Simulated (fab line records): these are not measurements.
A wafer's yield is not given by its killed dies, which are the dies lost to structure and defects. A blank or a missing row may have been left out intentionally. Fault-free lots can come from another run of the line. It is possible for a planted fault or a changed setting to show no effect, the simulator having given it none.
Split-lot study	flow rit cmos	route with 202 steps; 5 lots, 23 wafers read

## THE SPLIT
At RIT_FOX2_OXIDATION_00 (target thk 350.7 nm, ox time 1130 s), the setting ox time s was moved away from the recipe's 1130 s on 10 of the 23 wafers read, by -12.6% to +14.1%. All remaining wafers had this setting at the recipe value.

## FROM THE SPLIT TO THE READING: what the file shows between them, 2 steps
- RIT_FOX2_CLEAN_02: cleans in dHF, time 180 s
- RIT_FOX2_WET_ETCH_03: etches Si3N4 in H3PO4, target depth 195 nm, time 2700 s

## THE READING
FIELD_OXIDE_LEFT_1_THK in nanometres, read at RIT_FOX2_THK_MEAS_90. A value of 331 nm with a standard deviation of 5 nm is what fault-free wafers of this fab line usually give.

wafer	tool, chamber at the split	ox time s as run, s	against the recipe	FIELD_OXIDE_LEFT_1_THK, nm	against lot-mates on the recipe
L076.1	-, -	1289	+14.1%	357	no lot-mate on the recipe
L076.2	-, -	1289	+14.1%	355	no lot-mate on the recipe
L076.4	-, -	1289	+14.1%	352	no lot-mate on the recipe
L076.5	-, -	1289	+14.1%	358	no lot-mate on the recipe
L076.6	-, -	1289	+14.1%	352	no lot-mate on the recipe
L078.1	-, -	1130	recipe	323	-
L078.2	-, -	1130	recipe	325	-
L078.3	-, -	1130	recipe	323	-
L078.5	-, -	1130	recipe	321	-
L078.6	-, -	1130	recipe	322	-
L079.1	furnace-03, 0	1130	recipe	337	-
L079.2	furnace-03, 0	1130	recipe	325	-
L079.6	furnace-03, 0	1130	recipe	337	-
L080.1	-, -	1130	recipe	337	-
L080.2	-, -	1130	recipe	331	-
L080.4	-, -	1130	recipe	334	-
L080.5	-, -	1130	recipe	334	-
L080.6	-, -	1130	recipe	331	-
L082.1	-, -	988	-12.6%	302	no lot-mate on the recipe
L082.2	-, -	988	-12.6%	309	no lot-mate on the recipe
L082.3	-, -	988	-12.6%	304	no lot-mate on the recipe
L082.4	-, -	988	-12.6%	294	no lot-mate on the recipe
L082.6	-, -	988	-12.6%	311	no lot-mate on the recipe

THE FIT
A straight line over all 23 wafers: FIELD_OXIDE_LEFT_1_THK changes by +1.9 nm for each +1% of ox time s; r = +0.95; the points scatter about the line by 5.7 nm.
Too few moved wafers with a lot-mate on the recipe to fit a line net of each lot's own level.

## THE WHOLE CHAIN: every reading that the file lists as answering this split, in the file's order
step	what it does	reading	change (the file's fit)	r (the file's)
RIT_FOX2_OXIDATION_00	target thk 350.7 nm, ox time 1130 s	SiO2_of_FOX2_OXIDATION_00.thk nm (the simulator's own value, which no gauge read)	+1.9 nm for each +1% of the setting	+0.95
RIT_FOX2_THK_MEAS_90		FIELD_OXIDE_LEFT_1_THK	+1.9 for each +1% of the setting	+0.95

## THE FILE'S OWN FIT
FIELD_OXIDE_LEFT_1_THK changes by +1.9 nm for each +1% of ox time s, r = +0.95.
